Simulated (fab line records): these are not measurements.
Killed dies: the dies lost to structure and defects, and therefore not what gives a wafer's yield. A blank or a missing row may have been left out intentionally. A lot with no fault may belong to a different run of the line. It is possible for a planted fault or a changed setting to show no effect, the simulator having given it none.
2 desks, one fault | flow berkeley_cmos170 | only its own numbers are on each desk; what lay behind them is given at the end

## AT THE METROLOGY DESK
What the gauges read for every lot (on any tool): the sampled wafers with a number, averaged. Any lot whose mean is over 4 standard deviations away from the usual mean is out of limits and marked OUT; that distance is given in the brackets.
Columns: A = INCOMING_BOW at UCB170_START_BOW_MEAS_00, usual -1 um; B = NWELL_OXIDE_THK at UCB170_NWELL_THK_MEAS_02, usual 26.2 nm
lot  | first seen here | A  | B
L619 | day 1 10:00     | 3  | 26.0
L620 | day 1 15:02     | -3 | 25.5
L622 | day 2 01:00     | -4 | 26.5
L623 | day 2 06:00     | 5  | 25.9
L624 | day 2 11:01     | 2  | 25.9
L625 | day 2 16:01     | 2  | 26.1
L626 | day 2 21:01     | -3 | 25.9
L627 | day 3 02:01     | 1  | 26.4
L628 | day 3 07:00     | 1  | 26.5
L629 | day 3 12:00     | -3 | 26.1
L630 | day 3 17:00     | -5 | 26.4
L633 | day 4 08:00     | 0  | 27.1
L635 | day 4 18:01     | -2 | 26.5
L638 | day 5 09:00     | -7 | 26.2
This desk found nothing out of limits on any of the 14 lots.

## FOR THE TOOL OWNER'S DESK: implanter-04
For each lot that ran on this tool, the mean over its sampled wafers that have a number, from the tool's own readings at UCB170_PFIELD_IMPLANT_07. Any lot whose mean is over 4 standard deviations away from the usual mean is out of limits and marked OUT; that distance is given in the brackets.
Columns: A = beam_energy_keV at UCB170_PFIELD_IMPLANT_07, usual 81.370; B = dose_ions_cm2 at UCB170_PFIELD_IMPLANT_07, usual 2e+13; C = faraday_current_uA at UCB170_PFIELD_IMPLANT_07, usual 63.6
lot  | first seen here | A      | B               | C
L622 | day 5 17:13     | 81.374 | 2e+13           | 63.6
L629 | day 6 14:51     | 81.387 | 2e+13           | 65.1
L626 | day 6 15:21     | 81.390 | 2e+13           | 63.7
L633 | day 7 22:55     | 81.399 | 2e+13 (-54) OUT | 59.4
L635 | day 8 05:44     | 81.400 | 2e+13 (-56) OUT | 59.3
This desk's finding: out of limits on L633, L635; first on L633, day 7 22:55 (dose_ions_cm2 at UCB170_PFIELD_IMPLANT_07). Within limits: L622, L629, L626.

## BROUGHT TOGETHER
The tool owner's desk had the chance to raise an alarm at day 7 22:55 on L633, L635.
At the metrology desk, nothing out of limits was observed.
The metrology desk holds a record of L633, L635, inside its limits.
All the named lots went through UCB170_PFIELD_IMPLANT_07 on implanter-04.

## WHAT HAD BEEN PUT IN BY THE SIMULATOR
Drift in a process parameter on implanter-04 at UCB170_PFIELD_IMPLANT_07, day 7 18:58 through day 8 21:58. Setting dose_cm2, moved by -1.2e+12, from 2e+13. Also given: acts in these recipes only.
Struck lots among those shown: L633, L635.
Time in hours from fault onset to the first out-of-limits reading at each desk: the tool owner's desk, 4.
